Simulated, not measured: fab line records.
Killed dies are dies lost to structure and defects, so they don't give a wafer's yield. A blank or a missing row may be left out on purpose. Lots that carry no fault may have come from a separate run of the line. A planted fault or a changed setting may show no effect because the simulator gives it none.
A struck lot beside a sound one / flow rit_cmos / 28 steps out of a route of 202
Sound: wafers L276.2, L276.3, L276.5. Struck: wafers L289.1, L289.3, L289.5. At the end, the cause is stated.
Order at every step that has rows: each side's tool, ch and its chambers, its first start. Under that, the readings that differ: sound wafers / struck wafers / difference of the means / sigmas: that difference in standard deviations of wafers without a fault.
alike: readings with means less than 2 such deviations apart, plus words and numbers identical on both sides. not compared: withheld readings, readings lacking a value on some wafer, bounds such as >300 that could conceal the same value, and numbers that have no deviation in the record and whose values overlap.
A row with sigmas, a row that says differs or no value, or rows on one side alone: a step with any of these is where the two part. Numbers that don't overlap but have no deviation are shown without sigmas and don't part them. A reading missing from all wafers of one side parts the sides only when that side holds two or more wafers.

RIT_ACTIVE_BOW_MEAS_00:
  sound on film_metro-02, day 2 06:01; struck on film_metro-03, day 4 23:00
  alike: INCOMING_BOW
RIT_ACTIVE_OXIDATION_01: target thk 46.8 nm, ox time 3513 s.
  sound on furnace-02 ch 0, day 2 06:07; struck on furnace-02 ch 0, day 4 23:07
reading=model.SiO2_of_ACTIVE_OXIDATION_01.thk_nm (nm); sound=47.33 48.27 47.8; struck=53.92 54.48 54.51; difference=+6.50; sigmas=
  alike: zone_power_load_pct
RIT_ACTIVE_THK_MEAS_02:
  sound on film_metro-01, day 2 08:04; struck on film_metro-02, day 5 01:03
reading=ACTIVE_OXIDE_THK (nm); sound=47.3 48.3 47.8; struck=54.0 54.5 54.5; difference=+6.5; sigmas=+7
then, 1 step without rows for these wafers: RIT_ACTIVE_CVD_03 (deposits Si3N4 from SiH2Cl2/NH3, target thk 150 nm, time 1500 s).
RIT_ACTIVE_THK_MEAS_04:
  sound on film_metro-02, day 2 09:32; struck on film_metro-02, day 5 03:03
  alike: ACTIVE_NITRIDE_THK
then, 6 steps without rows for these wafers: RIT_ACTIVE_HMDS_05 (prime time 60 s); RIT_ACTIVE_COAT_06 (resist thk 1020 nm); RIT_ACTIVE_SOFTBAKE_07 (time 60 s); RIT_ACTIVE_EXPOSE_08 (exposes mask M1, target cd 1400 nm); RIT_ACTIVE_PEB_09; RIT_ACTIVE_DEVELOP_10 (develop time 50 s).
RIT_ACTIVE_CD_MEAS_11 targets a cd of 1400 nm.
  sound on cd_sem-01, day 2 10:34; struck on cd_sem-01, day 5 03:58
  alike: cd_nm
then, 1 step without rows for these wafers: RIT_ACTIVE_HARDBAKE_12 (time 60 s).
RIT_ACTIVE_ETCH_13: etches Si3N4 in SF6, stops on SiO2, time 210 s, target depth 210 nm.
  sound on rie_diel-04 ch 0,1,2, day 2 10:49; struck on rie_diel-04 ch 0,1,2, day 5 04:14
  alike: drypump_motor_current_A, oes_product_au, throttle_valve_pct
  not compared: rf_hours_counter_h
RIT_ACTIVE_STRIP_14: strips in O2, time 180 s.
  sound on plasma_asher-01 ch 0, day 2 10:58; struck on plasma_asher-04 ch 0,1, day 5 04:22
  alike: drypump_motor_current_A
  not compared: rf_hours_counter_h
RIT_ACTIVE_CD_MEAS_90 targets a cd of 1400 nm.
  sound on cd_sem-02, day 2 11:09; struck on cd_sem-02, day 5 04:32
  alike: cd_nm
then, 4 steps without rows for these wafers: RIT_ACTIVE_CLEAN_15 (cleans in SC1, time 600 s); RIT_ACTIVE_CLEAN_16 (cleans in dHF, time 30 s); RIT_ACTIVE_CLEAN_17 (cleans in SC2, time 600 s); RIT_FOX1_OXIDATION_00 (target thk 350.7 nm, ox time 1130 s).
RIT_FOX1_THK_MEAS_01:
  sound on film_metro-04, day 2 13:29; struck on film_metro-02, day 5 06:22
  alike: FOX1_OXIDE_THK
then, 2 steps without rows for these wafers: RIT_FOX1_WET_ETCH_02 (etches SiO2 in BOE, target depth 350 nm, time 390 s); RIT_FOX2_OXIDATION_00 (target thk 350.7 nm, ox time 1130 s).
RIT_FOX2_THK_MEAS_01:
  sound on film_metro-04, day 2 14:59; struck on film_metro-04, day 5 07:52
  alike: FOX2_OXIDE_THK
then, 1 step without rows for these wafers: RIT_FOX2_CLEAN_02 (cleans in dHF, time 180 s).
RIT_FOX2_WET_ETCH_03: etches Si3N4 in H3PO4, target depth 195 nm, time 2700 s.
  sound on wet_bench-01 ch 3, day 2 15:05; struck on wet_bench-04 ch 3, day 5 07:59
reading=model.SiO2_of_ACTIVE_OXIDATION_01.thk_nm (nm); sound=42.18 43 42.58; struck=47.73 48.27 48.27; difference=+5.50; sigmas=
  alike: bath_heat_duty_pct
RIT_FOX2_THK_MEAS_90:
  sound on film_metro-03, day 2 15:51; struck on film_metro-04, day 5 08:45
  alike: FIELD_OXIDE_LEFT_1_THK
RIT_M1_PROBE_99:
  sound on prober-01, day 4 08:41; struck on prober-02, day 7 03:01
reading=model.etest.pldd.width_nm (nm); sound=3162 3165 3155; struck=3133 3111 3097; difference=-47; sigmas=
reading=model.etest.nldd.width_nm (nm); sound=3151 3157 3166; struck=3107 3110 3109; difference=-49; sigmas=
reading=model.etest.nmos_narrow.drive_ua_um; sound=222.6 219.1 218.6; struck=217.8 218.5 213.5; difference=-3.5; sigmas=
  alike: killed_at_contacts, killed_at_front_end, killed_dies, killed_open, killed_short
  not compared: model.etest.pplus_sal.width_nm, model.etest.pmos_narrow.drive_ua_um

## WHERE THEY PART
Only at RIT_ACTIVE_THK_MEAS_02, as far as this record shows. Later steps at which nothing parts them and some readings are alike: RIT_ACTIVE_THK_MEAS_04, RIT_ACTIVE_CD_MEAS_11, RIT_ACTIVE_ETCH_13, RIT_ACTIVE_STRIP_14, RIT_ACTIVE_CD_MEAS_90, RIT_FOX1_THK_MEAS_01, RIT_FOX2_THK_MEAS_01, RIT_FOX2_WET_ETCH_03, RIT_FOX2_THK_MEAS_90, RIT_M1_PROBE_99.

WHY: whatever the simulator had introduced
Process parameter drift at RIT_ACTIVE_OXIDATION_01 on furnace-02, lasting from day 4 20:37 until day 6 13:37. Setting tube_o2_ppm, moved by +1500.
